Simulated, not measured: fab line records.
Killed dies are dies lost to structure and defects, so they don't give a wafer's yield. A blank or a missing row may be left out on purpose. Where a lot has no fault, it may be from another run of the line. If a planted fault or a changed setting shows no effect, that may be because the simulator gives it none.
fab line records | flow rit_cmos
record lots=14 | wafers=42 | last_day=7
route steps=202 shown FOX2@24 NWELL@34 PRETRO@70 M1@202
lots with no fault: from the same line, run without faults
start_h: the number of hours between the record's first day and the start of the first shown wafer of the lot | wait_h: how many hours have passed since the lot's step before this one | " repeats the value in the row above | L1.1+2: one row covering several wafers at once | - no value present, or no start provided | * or withheld: withheld | < > ~ a bound
route shown NAME@n: a module of which the file shows steps, and the number in the route of the first | usual: mean/standard deviation of fault-free wafers | same: alike in all rows | chamber/n: place in a boat | sites: the reading at each site | _std_site: standard deviation across them | _edge_site: the outer-site mean with the inner-site mean subtracted | radius_mm: how far each site lies from the wafer's centre | mask NAME#n: copy n | behind: the tool/chamber that last shaped the wafer | hold: why the lot went on hold/how many hours it stayed there/how the hold came to an end | device: the transistor (n, p or np) that didn't switch | end of line: tests run on the same wafers once the route is complete | where a step has no rows: the recipe by itself | killed: the dies lost at the first sort to structure and to defects; this is not the yield of the wafer | map: a wafer's dies, marking killed ones x, the rest . and places with no die _
set.NAME: the setting the step ran with; set.NAME@STEP: the setting that earlier step ran with | model.NAME: the simulator's own value behind a step, which no gauge read
a sample of lots followed through the steps of the route, with each step as a table and each wafer as a row
services: the hour from which a tool's chamber was out of use, counted from the record's first day as start_h (under 0 if before that day), plus the number of hours and why
## steps
# step RIT_FOX2_THK_MEAS_01
# recipe reads=SiO2_of_FOX2_OXIDATION_00
# usual FOX2_OXIDE_THK=349/6.5
lot.wafer | tool          | chamber | start_h | wait_h | FOX2_OXIDE_THK[nm]
L256.1    | film_metro-04 | -       | 20.67   | 0.0    | 347
L256.2    | "             | -       | "       | "      | 351
L256.3    | "             | -       | "       | "      | 349
L257.1    | film_metro-02 | -       | 28.67   | 0.0    | 345
L257.4    | "             | -       | "       | "      | 344
L257.5    | "             | -       | "       | "      | 341
L259.2    | film_metro-04 | -       | 34.08   | 0.0    | 344
L259.3    | "             | -       | "       | "      | 344
L259.6    | "             | -       | "       | "      | 347
L260.2    | film_metro-01 | -       | 41.92   | 0.0    | 360
L260.3    | "             | -       | "       | "      | 355
L260.6    | "             | -       | "       | "      | 359
L261.1    | film_metro-01 | -       | 45.91   | 0.0    | 352
L261.4    | "             | -       | "       | "      | 346
L261.6    | "             | -       | "       | "      | 349
L264.2    | film_metro-04 | -       | 64.70   | 0.0    | 341
L264.4    | "             | -       | "       | "      | 346
L264.6    | "             | -       | "       | "      | 343
L266.1    | film_metro-01 | -       | 73.40   | 0.0    | 360
L266.2    | "             | -       | "       | "      | 356
L266.3    | "             | -       | "       | "      | 360
L268.1    | film_metro-02 | -       | 83.60   | 0.0    | 356
L268.2    | "             | -       | "       | "      | 352
L268.3    | "             | -       | "       | "      | 356
L270.1    | film_metro-04 | -       | 89.99   | 0.0    | 345
L270.2    | "             | -       | "       | "      | 345
L270.3    | "             | -       | "       | "      | 344
L271.1    | film_metro-01 | -       | 96.39   | 0.0    | 350
L271.3    | "             | -       | "       | "      | 349
L271.4    | "             | -       | "       | "      | 354
L275.1    | film_metro-02 | -       | 115.86  | 0.0    | 349
L275.2    | "             | -       | "       | "      | 348
L275.4    | "             | -       | "       | "      | 353
L276.2    | film_metro-02 | -       | 122.24  | 0.0    | 349
L276.3    | "             | -       | "       | "      | 349
L276.5    | "             | -       | "       | "      | 353
L277.1    | film_metro-04 | -       | 126.77  | 0.0    | 341
L277.3    | "             | -       | "       | "      | 341
L277.6    | "             | -       | "       | "      | 341
L279.1    | film_metro-02 | -       | 134.18  | 0.0    | 334
L279.2    | "             | -       | "       | "      | 332
L279.4    | "             | -       | "       | "      | 333
# step RIT_NWELL_OVL_MEAS_06
# usual NWELL_OVL=-0.3/1.4
lot.wafer | tool       | chamber | start_h | wait_h | NWELL_OVL[nm]
L256.1    | overlay-02 | -       | 22.69   | -      | 0.4
L256.2    | "          | -       | "       | "      | 0.4
L256.3    | "          | -       | "       | "      | 1.4
L257.1    | overlay-01 | -       | 30.49   | -      | 0.2
L257.4    | "          | -       | "       | "      | -0.1
L257.5    | "          | -       | "       | "      | 0.1
L259.2    | overlay-02 | -       | 35.95   | -      | -0.2
L259.3    | "          | -       | "       | "      | 0.8
L259.6    | "          | -       | "       | "      | 0.9
L260.2    | overlay-02 | -       | 44.49   | -      | 1.0
L260.3    | "          | -       | "       | "      | -2.1
L260.6    | "          | -       | "       | "      | -1.3
L261.1    | overlay-02 | -       | 47.87   | -      | -0.2
L261.4    | "          | -       | "       | "      | -1.6
L261.6    | "          | -       | "       | "      | -1.1
L264.2    | overlay-01 | -       | 67.35   | -      | 1.9
L264.4    | "          | -       | "       | "      | 2.0
L264.6    | "          | -       | "       | "      | -0.2
L266.1    | overlay-02 | -       | 75.21   | -      | -0.4
L266.2    | "          | -       | "       | "      | -1.8
L266.3    | "          | -       | "       | "      | -1.7
L268.1    | overlay-01 | -       | 86.35   | -      | -0.6
L268.2    | "          | -       | "       | "      | 0.1
L268.3    | "          | -       | "       | "      | -0.2
L270.1    | overlay-01 | -       | 92.23   | -      | -0.6
L270.2    | "          | -       | "       | "      | 0.2
L270.3    | "          | -       | "       | "      | -0.2
L271.1    | overlay-01 | -       | 98.82   | -      | 0.2
L271.3    | "          | -       | "       | "      | -0.5
L271.4    | "          | -       | "       | "      | -1.7
L275.1    | overlay-02 | -       | 118.80  | -      | -0.6
L275.2    | "          | -       | "       | "      | 0.8
L275.4    | "          | -       | "       | "      | 0.3
L276.2    | overlay-02 | -       | 124.81  | -      | 0.9
L276.3    | "          | -       | "       | "      | 3.1
L276.5    | "          | -       | "       | "      | 0.6
L277.1    | overlay-02 | -       | 128.89  | -      | -0.6
L277.3    | "          | -       | "       | "      | -1.5
L277.6    | "          | -       | "       | "      | 2.4
L279.1    | overlay-02 | -       | 136.12  | -      | 2.0
L279.2    | "          | -       | "       | "      | 0.2
L279.4    | "          | -       | "       | "      | 1.0
# step RIT_PRETRO_OVL_MEAS_06
# usual PRETRO_OVL=-0.6/1.2
lot.wafer | tool       | chamber | start_h | wait_h | PRETRO_OVL[nm]
L256.1    | overlay-02 | -       | 33.09   | -      | -0.3
L256.2    | "          | -       | "       | "      | -2.2
L256.3    | "          | -       | "       | "      | -1.4
L257.1    | overlay-02 | -       | 40.59   | -      | -1.5
L257.4    | "          | -       | "       | "      | 0.1
L257.5    | "          | -       | "       | "      | -0.2
L259.2    | overlay-02 | -       | 48.10   | -      | 0.1
L259.3    | "          | -       | "       | "      | 0.0
L259.6    | "          | -       | "       | "      | -0.1
L260.2    | overlay-02 | -       | 56.91   | -      | -2.6
L260.3    | "          | -       | "       | "      | -1.7
L260.6    | "          | -       | "       | "      | -0.4
L261.1    | overlay-02 | -       | 60.96   | -      | -1.7
L261.4    | "          | -       | "       | "      | -1.2
L261.6    | "          | -       | "       | "      | 0.7
L264.2    | overlay-02 | -       | 78.10   | -      | -1.9
L264.4    | "          | -       | "       | "      | 0.6
L264.6    | "          | -       | "       | "      | 0.2
L266.1    | overlay-01 | -       | 85.72   | -      | -0.8
L266.2    | "          | -       | "       | "      | -1.6
L266.3    | "          | -       | "       | "      | -1.7
L268.1    | overlay-02 | -       | 97.33   | -      | -0.5
L268.2    | "          | -       | "       | "      | -0.9
L268.3    | "          | -       | "       | "      | -0.2
L270.1    | overlay-02 | -       | 103.41  | -      | -2.2
L270.2    | "          | -       | "       | "      | -0.9
L270.3    | "          | -       | "       | "      | 0.2
L271.1    | overlay-01 | -       | 109.21  | -      | -0.8
L271.3    | "          | -       | "       | "      | -2.1
L271.4    | "          | -       | "       | "      | 1.0
L275.1    | overlay-02 | -       | 130.96  | -      | 1.1
L275.2    | "          | -       | "       | "      | -0.6
L275.4    | "          | -       | "       | "      | 2.1
L276.2    | overlay-01 | -       | 135.34  | -      | -0.7
L276.3    | "          | -       | "       | "      | 1.5
L276.5    | "          | -       | "       | "      | -0.3
L277.1    | overlay-01 | -       | 140.46  | -      | 0.7
L277.3    | "          | -       | "       | "      | -1.8
L277.6    | "          | -       | "       | "      | -0.7
L279.1    | overlay-02 | -       | 146.61  | -      | -0.5
L279.2    | "          | -       | "       | "      | 0.7
L279.4    | "          | -       | "       | "      | -0.3
# step RIT_PRETRO_IMPLANT_08
# recipe species=B | energy_kev=45 | dose_cm2=1.2e+13 | tilt_deg=7
# usual beam_energy_keV=44.999/0.014 | dose_ions_cm2=1.2001e+13/1.3e+10 | faraday_current_uA=38.1/0.76
lot.wafer | tool         | chamber | start_h | wait_h | beam_energy_keV | dose_ions_cm2 | faraday_current_uA
L256.1    | implanter-02 | 0       | 33.38   | 0.2    | 45.017          | 1.2039e+13    | 36.1
L256.2    | "            | 0       | "       | "      | 45.030          | 1.2022e+13    | 39.2
L256.3    | "            | 0       | "       | "      | 45.027          | 1.2013e+13    | 36.1
L257.1    | implanter-01 | 0       | 40.87   | 0.2    | 44.997          | 1.1999e+13    | 37.5
L257.4    | "            | 0       | "       | "      | 44.989          | 1.1988e+13    | 37.9
L257.5    | "            | 0       | "       | "      | 44.997          | 1.1987e+13    | 38.5
L259.2    | implanter-03 | 0       | 48.41   | 0.2    | 44.997          | 1.2014e+13    | 38.2
L259.3    | "            | 0       | "       | "      | 45.006          | 1.1994e+13    | 37.9
L259.6    | "            | 0       | "       | "      | 44.986          | 1.2005e+13    | 37.9
L260.2    | implanter-02 | 0       | 57.22   | 0.2    | 45.013          | 1.2003e+13    | 38.3
L260.3    | "            | 0       | "       | "      | 45.006          | 1.1989e+13    | 38.3
L260.6    | "            | 0       | "       | "      | 45.001          | 1.1991e+13    | 37.2
L261.1    | implanter-03 | 0       | 61.25   | 0.2    | 44.999          | 1.2015e+13    | 38.6
L261.4    | "            | 0       | "       | "      | 44.988          | 1.201e+13     | 39.4
L261.6    | "            | 0       | "       | "      | 44.993          | 1.2011e+13    | 39.3
L264.2    | implanter-02 | 0       | 78.47   | 0.2    | 44.997          | 1.1999e+13    | 37.6
L264.4    | "            | 0       | "       | "      | 45.016          | 1.1992e+13    | 38.3
L264.6    | "            | 0       | "       | "      | 44.991          | 1.1998e+13    | 37.5
L266.1    | implanter-03 | 0       | 86.12   | 0.2    | 44.987          | 1.2015e+13    | 36.8
L266.2    | "            | 0       | "       | "      | 45.004          | 1.1995e+13    | 37.1
L266.3    | "            | 0       | "       | "      | 45.010          | 1.1995e+13    | 38.5
L268.1    | implanter-02 | 0       | 97.73   | 0.2    | 44.990          | 1.1995e+13    | 38.5
L268.2    | "            | 0       | "       | "      | 45.005          | 1.2025e+13    | 37.5
L268.3    | "            | 0       | "       | "      | 44.999          | 1.1993e+13    | 37.4
L270.1    | implanter-02 | 0       | 103.70  | 0.2    | 44.996          | 1.6324e+13    | 51.5
L270.2    | "            | 0       | "       | "      | 45.011          | 1.6333e+13    | 51.2
L270.3    | "            | 0       | "       | "      | 45.006          | 1.6281e+13    | 52.6
L271.1    | implanter-02 | 0       | 109.49  | 0.2    | 45.013          | 1.6333e+13    | 51.1
L271.3    | "            | 0       | "       | "      | 45.024          | 1.632e+13     | 52.2
L271.4    | "            | 0       | "       | "      | 45.009          | 1.6319e+13    | 51.9
L275.1    | implanter-01 | 0       | 131.24  | 0.2    | 45.012          | 1.2009e+13    | 37.5
L275.2    | "            | 0       | "       | "      | 45.003          | 1.1988e+13    | 38.7
L275.4    | "            | 0       | "       | "      | 44.981          | 1.2016e+13    | 38.5
L276.2    | implanter-01 | 0       | 135.64  | 0.2    | 45.003          | 1.2005e+13    | 37.6
L276.3    | "            | 0       | "       | "      | 45.013          | 1.1996e+13    | 37.6
L276.5    | "            | 0       | "       | "      | 45.018          | 1.1997e+13    | 36.9
L277.1    | implanter-01 | 0       | 140.74  | 0.2    | 44.999          | 1.201e+13     | 37.9
L277.3    | "            | 0       | "       | "      | 45.020          | 1.2018e+13    | 38.5
L277.6    | "            | 0       | "       | "      | 45.018          | 1.1998e+13    | 38.3
L279.1    | implanter-03 | 0       | 146.90  | 0.2    | 44.977          | 1.1997e+13    | 37.4
L279.2    | "            | 0       | "       | "      | 44.985          | 1.1992e+13    | 38.3
L279.4    | "            | 0       | "       | "      | 44.980          | 1.2004e+13    | 37.8
# step RIT_PRETRO_TW_MEAS_10
# usual PRETRO_TW=479/4.2
lot.wafer | tool          | chamber | start_h | wait_h | PRETRO_TW
L256.1    | film_metro-04 | -       | 33.70   | 0.1    | 482
L256.2    | "             | -       | "       | "      | 485
L256.3    | "             | -       | "       | "      | 481
L257.1    | film_metro-03 | -       | 41.20   | 0.1    | 475
L257.4    | "             | -       | "       | "      | 478
L257.5    | "             | -       | "       | "      | 479
L259.2    | film_metro-02 | -       | 48.72   | 0.1    | 473
L259.3    | "             | -       | "       | "      | 474
L259.6    | "             | -       | "       | "      | 472
L260.2    | film_metro-03 | -       | 57.53   | 0.1    | 482
L260.3    | "             | -       | "       | "      | 481
L260.6    | "             | -       | "       | "      | 481
L261.1    | film_metro-02 | -       | 61.57   | 0.1    | 472
L261.4    | "             | -       | "       | "      | 478
L261.6    | "             | -       | "       | "      | 472
L264.2    | film_metro-04 | -       | 78.78   | 0.1    | 483
L264.4    | "             | -       | "       | "      | 483
L264.6    | "             | -       | "       | "      | 485
L266.1    | film_metro-04 | -       | 86.45   | 0.1    | 483
L266.2    | "             | -       | "       | "      | 483
L266.3    | "             | -       | "       | "      | 486
L268.1    | film_metro-04 | -       | 98.05   | 0.1    | 480
L268.2    | "             | -       | "       | "      | 483
L268.3    | "             | -       | "       | "      | 481
L270.1    | film_metro-02 | -       | 104.02  | 0.1    | 521
L270.2    | "             | -       | "       | "      | 521
L270.3    | "             | -       | "       | "      | 524
L271.1    | film_metro-02 | -       | 109.82  | 0.1    | 523
L271.3    | "             | -       | "       | "      | 520
L271.4    | "             | -       | "       | "      | 521
L275.1    | film_metro-04 | -       | 131.57  | 0.1    | 485
L275.2    | "             | -       | "       | "      | 479
L275.4    | "             | -       | "       | "      | 484
L276.2    | film_metro-03 | -       | 135.95  | 0.1    | 482
L276.3    | "             | -       | "       | "      | 483
L276.5    | "             | -       | "       | "      | 483
L277.1    | film_metro-02 | -       | 141.07  | 0.1    | 480
L277.3    | "             | -       | "       | "      | 474
L277.6    | "             | -       | "       | "      | 475
L279.1    | film_metro-03 | -       | 147.22  | 0.1    | 478
L279.2    | "             | -       | "       | "      | 481
L279.4    | "             | -       | "       | "      | 481
# step RIT_M1_PROBE_99
# usual killed_at_contacts=0.1/0.31 | killed_at_front_end=7/3 | killed_dies=7/3 | killed_on_rim=1.8/1.2 | killed_open=3.2/1.9 | killed_short=3.6/2.2
# same gross_dies=264 | killed_at_M0_to_M3=0 | killed_at_M4_up=0 | killed_at_back_side=0 | killed_at_other=0
lot.wafer | tool      | chamber | start_h | wait_h | killed_at_contacts | killed_at_front_end | killed_dies | killed_on_rim | killed_open | killed_short
L256.1    | prober-02 | -       | 61.86   | 0.1    | 0                  | 7                   | 7           | 3             | 5           | 2
L256.2    | prober-02 | -       | 61.91   | 0.1    | 0                  | 11                  | 11          | 3             | 5           | 6
L256.3    | prober-02 | -       | 61.96   | 0.2    | 0                  | 5                   | 5           | 2             | 2           | 3
L257.1    | prober-01 | -       | 72.33   | 0.1    | 0                  | 10                  | 10          | 1             | 1           | 8
L257.4    | prober-01 | -       | 72.48   | 0.2    | 0                  | 5                   | 5           | 3             | 3           | 1
L257.5    | prober-01 | -       | 72.53   | 0.2    | 0                  | 6                   | 6           | 1             | 4           | 1
L259.2    | prober-01 | -       | 79.02   | 0.1    | 0                  | 8                   | 8           | 2             | 6           | 2
L259.3    | prober-01 | -       | 79.07   | 0.2    | 0                  | 12                  | 12          | 4             | 7           | 5
L259.6    | prober-01 | -       | 79.22   | 0.2    | 0                  | 9                   | 9           | 4             | 2           | 7
L260.2    | prober-02 | -       | 85.71   | 0.1    | 0                  | 8                   | 8           | 3             | 1           | 5
L260.3    | prober-02 | -       | 85.76   | 0.2    | 0                  | 12                  | 12          | 2             | 6           | 4
L260.6    | prober-02 | -       | 85.91   | 0.2    | 0                  | 4                   | 4           | 0             | 1           | 3
L261.1    | prober-01 | -       | 88.76   | 0.1    | 0                  | 14                  | 14          | 3             | 9           | 5
L261.4    | prober-01 | -       | 88.91   | 0.2    | 0                  | 3                   | 3           | 0             | 2           | 1
L261.6    | prober-01 | -       | 89.01   | 0.2    | 0                  | 6                   | 6           | 1             | 5           | 1
L264.2    | prober-01 | -       | 108.03  | 0.1    | 0                  | 8                   | 8           | 1             | 4           | 4
L264.4    | prober-01 | -       | 108.13  | 0.2    | 0                  | 4                   | 4           | 1             | 3           | 1
L264.6    | prober-01 | -       | 108.23  | 0.2    | 0                  | 2                   | 2           | 1             | 2           | 0
L266.1    | prober-02 | -       | 115.05  | 0.1    | 0                  | 5                   | 5           | 2             | 2           | 3
L266.2    | prober-02 | -       | 115.10  | 0.1    | 1                  | 5                   | 6           | 1             | 5           | 1
L266.3    | prober-02 | -       | 115.15  | 0.2    | 0                  | 3                   | 3           | 2             | 1           | 2
L268.1    | prober-02 | -       | 123.99  | 0.1    | 0                  | 7                   | 7           | 1             | 1           | 6
L268.2    | prober-02 | -       | 124.04  | 0.1    | 0                  | 11                  | 11          | 2             | 5           | 6
L268.3    | prober-02 | -       | 124.09  | 0.2    | 0                  | 10                  | 10          | 3             | 4           | 6
L270.1    | prober-02 | -       | 133.79  | 0.1    | 0                  | 8                   | 8           | 0             | 2           | 6
L270.2    | prober-02 | -       | 133.84  | 0.1    | 0                  | 7                   | 7           | 2             | 3           | 4
L270.3    | prober-02 | -       | 133.89  | 0.2    | 1                  | 9                   | 10          | 1             | 4           | 6
L271.1    | prober-01 | -       | 135.84  | 0.1    | 0                  | 9                   | 9           | 2             | 5           | 3
L271.3    | prober-01 | -       | 135.94  | 0.2    | 0                  | 3                   | 3           | 1             | 2           | 1
L271.4    | prober-01 | -       | 135.99  | 0.2    | 0                  | 4                   | 4           | 1             | 2           | 2
L275.1    | prober-01 | -       | 157.46  | 0.1    | 0                  | 8                   | 8           | 2             | 3           | 5
L275.2    | prober-01 | -       | 157.51  | 0.1    | 0                  | 3                   | 3           | 1             | 2           | 1
L275.4    | prober-01 | -       | 157.61  | 0.2    | 0                  | 6                   | 6           | 0             | 6           | 0
L276.2    | prober-02 | -       | 164.46  | 0.1    | 0                  | 3                   | 3           | 2             | 2           | 1
L276.3    | prober-02 | -       | 164.51  | 0.2    | 0                  | 5                   | 5           | 2             | 3           | 2
L276.5    | prober-02 | -       | 164.61  | 0.2    | 0                  | 4                   | 4           | 2             | 2           | 2
L277.1    | prober-01 | -       | 168.44  | 0.1    | 1                  | 8                   | 9           | 2             | 3           | 6
L277.3    | prober-01 | -       | 168.54  | 0.2    | 0                  | 15                  | 15          | 3             | 6           | 9
L277.6    | prober-01 | -       | 168.69  | 0.2    | 1                  | 5                   | 6           | 1             | 1           | 5
L279.1    | prober-01 | -       | 174.22  | 0.1    | 0                  | 8                   | 8           | 3             | 5           | 3
L279.2    | prober-01 | -       | 174.27  | 0.1    | 0                  | 4                   | 4           | 3             | 2           | 2
L279.4    | prober-01 | -       | 174.37  | 0.2    | 0                  | 3                   | 3           | 0             | 2           | 1
# killed by level:class
L256.1 REOX:geometric_particle:open=2 REOX:geometric_particle:short=2 GATE:geometric_particle:open=1 SPACER:geometric_particle:open=1 SILICIDE:geometric_particle:open=1
L256.2 GATE:geometric_particle:short=2 REOX:geometric_particle:short=2 SPACER:geometric_particle:short=2 FOX1:geometric_particle:open=1 GATE:geometric_particle:open=1 REOX:geometric_particle:open=1 SPACER:geometric_particle:open=1 SILICIDE:geometric_particle:open=1
L256.3 FOX1:geometric_particle:short=2 GATE:geometric_particle:open=1 REOX:geometric_particle:short=1 SPACER:geometric_particle:open=1
L257.1 SILICIDE:geometric_particle:short=4 GATE:geometric_particle:short=3 SPACER:geometric_particle:short=1 SILICIDE:geometric_particle:open=1 PWELL:coat_microbubble_printed=1
L257.4 REOX:geometric_particle:open=1 SPACER:geometric_particle:open=1 SILICIDE:geometric_particle:open=1 SILICIDE:geometric_particle:short=1 PSD:coat_microbubble_printed=1
L257.5 SPACER:geometric_particle:open=2 GATE:geometric_particle:open=1 GATE:geometric_particle:short=1 REOX:geometric_particle:open=1 PSD:coat_microbubble_printed=1
L259.2 GATE:geometric_particle:open=2 GATE:geometric_particle:short=2 SILICIDE:geometric_particle:open=2 FOX2:geometric_particle:open=1 SPACER:geometric_particle:open=1
L259.3 GATE:geometric_particle:short=2 REOX:geometric_particle:open=2 SPACER:geometric_particle:open=2 SPACER:geometric_particle:short=2 SILICIDE:geometric_particle:open=2 GATE:geometric_particle:open=1 REOX:geometric_particle:short=1
L259.6 GATE:geometric_particle:short=5 ACTIVE:geometric_particle:short=1 FOX1:geometric_particle:open=1 SILICIDE:geometric_particle:short=1 SILICIDE:geometric_particle:open=1
L260.2 GATE:geometric_particle:short=2 NWELL:coat_microbubble_printed=2 FOX1:geometric_particle:short=1 FOX2:geometric_particle:short=1 GATE:geometric_particle:open=1 SPACER:geometric_particle:short=1
L260.3 FOX2:geometric_particle:short=2 GATE:geometric_particle:open=2 NWELL:coat_microbubble_printed=2 FOX2:geometric_particle:open=1 GATE:geometric_particle:short=1 REOX:geometric_particle:open=1 SPACER:geometric_particle:short=1 SPACER:geometric_particle:open=1
L260.6 FOX2:geometric_particle:short=1 REOX:geometric_particle:open=1 SPACER:geometric_particle:short=1 SILICIDE:geometric_particle:short=1
L261.1 GATE:geometric_particle:open=5 FOX1:geometric_particle:short=3 FOX1:geometric_particle:open=1 FOX2:geometric_particle:open=1 FOX2:geometric_particle:short=1 REOX:geometric_particle:open=1 SPACER:geometric_particle:short=1 SPACER:geometric_particle:open=1
L261.4 FOX1:geometric_particle:open=1 SPACER:geometric_particle:short=1 SPACER:geometric_particle:open=1
L261.6 FOX1:geometric_particle:open=2 SPACER:geometric_particle:open=2 FOX2:geometric_particle:short=1 GATE:geometric_particle:open=1
L264.2 GATE:geometric_particle:open=2 FOX1:geometric_particle:short=1 FOX2:geometric_particle:open=1 GATE:geometric_particle:short=1 REOX:geometric_particle:short=1 SILICIDE:geometric_particle:short=1 SILICIDE:geometric_particle:open=1
L264.4 SILICIDE:geometric_particle:open=2 GATE:geometric_particle:short=1 SPACER:geometric_particle:open=1
L264.6 GATE:geometric_particle:open=2
L266.1 FOX2:geometric_particle:short=3 FOX2:geometric_particle:open=1 GATE:geometric_particle:open=1
L266.2 FOX1:geometric_particle:open=3 GATE:geometric_particle:open=1 SPACER:geometric_particle:short=1 CONTACT:geometric_particle:open=1
L266.3 GATE:geometric_particle:open=1 GATE:geometric_particle:short=1 SPACER:geometric_particle:short=1
L268.1 FOX1:geometric_particle:short=3 SPACER:geometric_particle:short=2 FOX1:geometric_particle:open=1 GATE:geometric_particle:short=1
L268.2 FOX2:geometric_particle:open=2 FOX2:geometric_particle:short=2 GATE:geometric_particle:short=2 FOX1:geometric_particle:open=1 GATE:geometric_particle:open=1 REOX:geometric_particle:short=1 REOX:geometric_particle:open=1 SILICIDE:geometric_particle:short=1
L268.3 GATE:geometric_particle:short=3 FOX2:geometric_particle:open=2 FOX2:geometric_particle:short=1 GATE:geometric_particle:open=1 REOX:geometric_particle:open=1 SPACER:geometric_particle:short=1 SILICIDE:geometric_particle:short=1
L270.1 GATE:geometric_particle:short=4 GATE:geometric_particle:open=2 SPACER:geometric_particle:short=1 SILICIDE:geometric_particle:short=1
L270.2 SPACER:geometric_particle:short=2 SPACER:geometric_particle:open=2 FOX1:geometric_particle:open=1 FOX2:geometric_particle:short=1 GATE:geometric_particle:short=1
L270.3 REOX:geometric_particle:open=3 FOX1:geometric_particle:short=2 GATE:geometric_particle:open=1 GATE:geometric_particle:short=1 SPACER:geometric_particle:short=1 SILICIDE:geometric_particle:short=1 CONTACT:geometric_particle:short=1
L271.1 FOX1:geometric_particle:short=3 REOX:geometric_particle:open=2 SILICIDE:geometric_particle:open=2 GATE:geometric_particle:open=1 NRETRO:coat_microbubble_printed=1
L271.3 GATE:geometric_particle:open=1 REOX:geometric_particle:short=1 SPACER:geometric_particle:open=1
L271.4 REOX:geometric_particle:short=2 FOX2:geometric_particle:open=1 REOX:geometric_particle:open=1
L275.1 GATE:geometric_particle:short=3 FOX1:geometric_particle:short=2 FOX1:geometric_particle:open=2 GATE:geometric_particle:open=1
L275.2 FOX2:geometric_particle:open=1 GATE:geometric_particle:open=1 SILICIDE:geometric_particle:short=1
L275.4 SILICIDE:geometric_particle:open=3 FOX2:geometric_particle:open=2 GATE:geometric_particle:open=1
L276.2 GATE:geometric_particle:open=1 REOX:geometric_particle:short=1 REOX:geometric_particle:open=1
L276.3 FOX1:geometric_particle:open=1 FOX2:geometric_particle:short=1 REOX:geometric_particle:short=1 SPACER:geometric_particle:open=1 SILICIDE:geometric_particle:open=1
L276.5 GATE:geometric_particle:open=1 GATE:geometric_particle:short=1 REOX:geometric_particle:short=1 REOX:geometric_particle:open=1
L277.1 SPACER:geometric_particle:short=3 GATE:geometric_particle:open=2 GATE:geometric_particle:short=1 REOX:geometric_particle:open=1 SILICIDE:geometric_particle:short=1 CONTACT:geometric_particle:short=1
L277.3 GATE:geometric_particle:short=4 GATE:geometric_particle:open=3 SPACER:geometric_particle:open=2 SPACER:geometric_particle:short=2 ACTIVE:geometric_particle:short=1 FOX1:geometric_particle:open=1 FOX2:geometric_particle:short=1 REOX:geometric_particle:short=1
L277.6 GATE:geometric_particle:short=2 SPACER:geometric_particle:short=2 SPACER:geometric_particle:open=1 CONTACT:geometric_particle:short=1
L279.1 GATE:geometric_particle:short=2 GATE:geometric_particle:open=2 FOX1:geometric_particle:open=1 FOX2:geometric_particle:open=1 REOX:geometric_particle:short=1 REOX:geometric_particle:open=1
L279.2 FOX1:geometric_particle:short=1 GATE:geometric_particle:open=1 REOX:geometric_particle:short=1 SPACER:geometric_particle:open=1
L279.4 REOX:geometric_particle:open=1 REOX:geometric_particle:short=1 SPACER:geometric_particle:open=1
## services
tool         | chamber | start_h | hours | kind
implanter-02 | -       | 59.25   | 0.6   | repair
implanter-02 | -       | 65.39   | 2.6   | repair
implanter-02 | -       | 69.90   | 3.0   | pm
implanter-02 | -       | 87.89   | 6.9   | repair
implanter-02 | -       | 116.86  | 3.8   | pm
implanter-03 | -       | 118.92  | 0.6   | repair
## key
first_sign step=RIT_PRETRO_IMPLANT_08 | reading=dose_ions_cm2 | direction=up | sigmas=99+ | usual=1.2001e+13 | struck=1.6318e+13
effect step=RIT_PRETRO_IMPLANT_08 | reading=faraday_current_uA | direction=up | sigmas=18 | usual=38.1 | struck=51.7
effect step=RIT_PRETRO_TW_MEAS_10 | reading=PRETRO_TW | direction=up | sigmas=10 | usual=479 | struck=522
met_at RIT_PRETRO_IMPLANT_08
struck_lots L270,L271
tester_left_out L270,L271
not_acting_at RIT_FOX2_THK_MEAS_01,RIT_NWELL_OVL_MEAS_06,RIT_PRETRO_OVL_MEAS_06
onset_between 97.73 103.70
fault kind=process_parameter_drift | tool=implanter-02 | chamber=- | onset_h=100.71 | steps=RIT_PRETRO_IMPLANT_08 | channel=dose_cm2 | offset=4.32e+12 | shape=step | end_h=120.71 | acts_in=these_recipes_only | stated=1.2e+13
# tester_left_out: of these lots the tester's yield and bins aren't shown, on N5 and GAA mostly nor the transistor test; their killed dies are dies lost to structure and defects alone, not to doping, threshold or leakage, so they don't give the yield
